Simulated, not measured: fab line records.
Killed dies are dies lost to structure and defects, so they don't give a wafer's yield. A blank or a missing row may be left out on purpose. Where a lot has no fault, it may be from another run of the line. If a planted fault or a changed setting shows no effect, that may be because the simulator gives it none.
The tool behind it: which one?	flow rit_cmos	7 lots with 21 wafers sampled at 3 steps, on a route of 202 steps

== WHAT EACH GAUGE READ, for each wafer ==
RIT_PSD_TW_MEAS_10.
lot	measured	on	PSD_TW
L158	day 3 18:21	film_metro-03	3417 3417 3417
L160	day 4 02:50	film_metro-01	3417 3409 3396
L162	day 4 14:44	film_metro-01	3437 3403 3400
L164	day 5 03:19	film_metro-03	3421 3431 3422
L173	day 7 00:10	film_metro-01	30 30 30 30 30 30
L175	day 7 08:21	film_metro-03	3423 3407 3404
L178	day 7 20:47	film_metro-04	3461 3453 3475

== WHAT TOOL EACH LOT RAN ON (gives the tool, then ch and the chambers of the sampled wafers, and finally the start) ==
lot	RIT_NLDD_STRIP_09	RIT_NSD_STRIP_09
L158	plasma_asher-01 ch 0,1, day 3 11:05	plasma_asher-02 ch 1, day 3 16:41
L160	plasma_asher-03 ch 0,1, day 3 19:38	plasma_asher-02 ch 0,1, day 4 01:07
L162	plasma_asher-04 ch 0,1, day 4 06:36	plasma_asher-02 ch 0,1, day 4 13:01
L164	plasma_asher-03 ch 0,1, day 4 19:11	plasma_asher-03 ch 0, day 5 01:43
L173	plasma_asher-03 ch 0,1, day 6 16:07	plasma_asher-02 ch 0,1, day 6 22:34
L175	plasma_asher-01 ch 0,1, day 7 00:07	plasma_asher-03 ch 0,1, day 7 06:38
L178	plasma_asher-04 ch 0,1, day 7 12:35	plasma_asher-03 ch 0,1, day 7 19:03
- RIT_NLDD_STRIP_09: strips in O2, time 180 s.
- RIT_NSD_STRIP_09: strips in O2, time 180 s.

== THE ANSWER, worked out from the rows above alone ==
Rule: the lots themselves supply what counts as usual. The widest of any qualifying gaps counts: lots, ordered by their means at a reading, are off when they make up no more than a third of the lots, leave a main group of 4 or more, and stand apart from it by 3 or more times the standard deviation of that group's means. A main group is skipped when, at the precision printed for the reading in the tables above, its means are all equal. A lot without any number at a reading at which 4 lots or more have one is off too. Where the step has rows for the other lots, those lots are counted as sound.
Off: L173, at RIT_PSD_TW_MEAS_10 (PSD_TW). For the main group the mean is 3423 and the standard deviation 19.
A tool fits if, at a process step before that reading, it ran every lot that is off, and no sound lot after the first of them. Those tools and the gauges at RIT_PSD_TW_MEAS_10 are tried in the same way. Can't be told from this: 3 tools fit, plasma_asher-03 at RIT_NLDD_STRIP_09, plasma_asher-02 at RIT_NSD_STRIP_09, film_metro-01 at RIT_PSD_TW_MEAS_10.

== WHAT THE SIMULATOR HAD INSERTED ==
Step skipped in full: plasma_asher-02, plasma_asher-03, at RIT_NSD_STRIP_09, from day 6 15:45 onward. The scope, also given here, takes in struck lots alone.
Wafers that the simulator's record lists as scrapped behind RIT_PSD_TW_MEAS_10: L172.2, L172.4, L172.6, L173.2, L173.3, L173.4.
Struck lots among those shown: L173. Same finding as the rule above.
